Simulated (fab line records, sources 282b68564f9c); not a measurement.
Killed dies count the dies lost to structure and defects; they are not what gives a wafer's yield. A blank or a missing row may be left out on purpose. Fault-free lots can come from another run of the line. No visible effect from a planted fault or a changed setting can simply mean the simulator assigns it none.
Code-filled problem report in 8D (eight disciplines) form | flow ritCmos | the parts of the form that need people (team, actions taken, sign-off) are left out

1. THE PROBLEM
SILICIDE_TI_RS at RIT_SILICIDE_RS_MEAS_02 reads a mean of 45.7 ohm/sq on 1 wafer of 1 lot; wafers without a fault read 49.7 ohm/sq with a standard deviation of 0.57. That puts it -7.0 standard deviations away from the usual mean.
The step: measures by four-point-probe.
Earliest sighting: wafer L304.5 on filmMetro-01 at day 7 23:35. The record has a number at this step for 39 wafers belonging to 13 lots. The rule behind "out" and "out of limits": a value lying over 4 standard deviations away from the usual mean. The rest of the wafers with a number are treated as sound.

2. WHAT IT IS, WHAT IT ISN'T
question                    | is               | is not
which readings at this step | SILICIDE_TI_RS   | -
which lots                  | L304             | L281, L282, L284, L286, L287, L288, L289, L290, L291, L294, L295, L296
which wafers of those lots  | L304.5           | L304.2, L304.6
read on which gauges        | filmMetro-01     | filmMetro-02, filmMetro-04
when                        | from day 7 23:35 | up to then (38 sound wafers)

3. SUSPECTS, AND WHAT RULES EACH OUT
Counting: any tool at a process step up to the reading remains a suspect provided it ran every lot that is out. Sound lots after the first of them don't rule it out here, since some wafers of a struck lot are sound.
- the gauge at RIT_SILICIDE_RS_MEAS_02 has been ruled out. All the wafers that are out were read on filmMetro-01, but those of them that RIT_SILICIDE_SPUTTER_01 has rows for are out there too, on other tools.
- pvdSputter-03 at RIT_SILICIDE_SPUTTER_01 (material Ti, target thk 30 nm, time 240 s): kept. The lot that is out, L304, ran on it at day 7 23:25; the last sound lot it ran before that was L296, at day 6 10:35. Its own readings are out on those wafers: chamberPressurePa.
The count leaves pvdSputter-03 at RIT_SILICIDE_SPUTTER_01.

4. THE CAUSE (what the simulator had put in)
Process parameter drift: pvdSputter-03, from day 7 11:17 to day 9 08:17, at RIT_SILICIDE_SPUTTER_01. The setting chamberPressurePa was moved by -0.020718, starting from 0.667. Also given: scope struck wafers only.
Only this tool survived the counting.

5. THE EFFECT CHAIN, in route order
Rows list readings where the struck wafers' mean (over those with a number) sits beyond 3 standard deviations from the usual. Scope: only readings with a usual standard deviation given in the record; hours: median across lots of the time from each lot's start at the first step in this table that gives one to its start at this step; sigmas: change in usual standard deviations.
hours | step                    | reading           | usual       | on struck wafers | change  | sigmas
0     | RIT_SILICIDE_SPUTTER_01 | chamberPressurePa | 0.6670 Pa   | 0.6458           | -0.0212 | -16
0     | RIT_SILICIDE_RS_MEAS_02 | SILICIDE_TI_RS    | 49.7 ohm/sq | 45.7             | -4.0    | -7.0
Here are the process steps it includes:
- RIT_SILICIDE_SPUTTER_01: material Ti, target thk 30 nm, time 240 s.

6. WHAT WOULD HAVE CAUGHT IT SOONER
The first out-of-limits reading at a measuring or inspecting step in this record came at day 7 23:35, 12 hours after the fault's start at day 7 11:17.
At RIT_SILICIDE_SPUTTER_01, the tool's own readings (chamberPressurePa) were out on each struck wafer the step has a row for, so an alarm limit on them would have fired on the first such wafer.
Lots out: 1; all had begun RIT_SILICIDE_SPUTTER_01 on pvdSputter-03 by day 7 23:35. Tool hold at that time: it would have spared none of them.
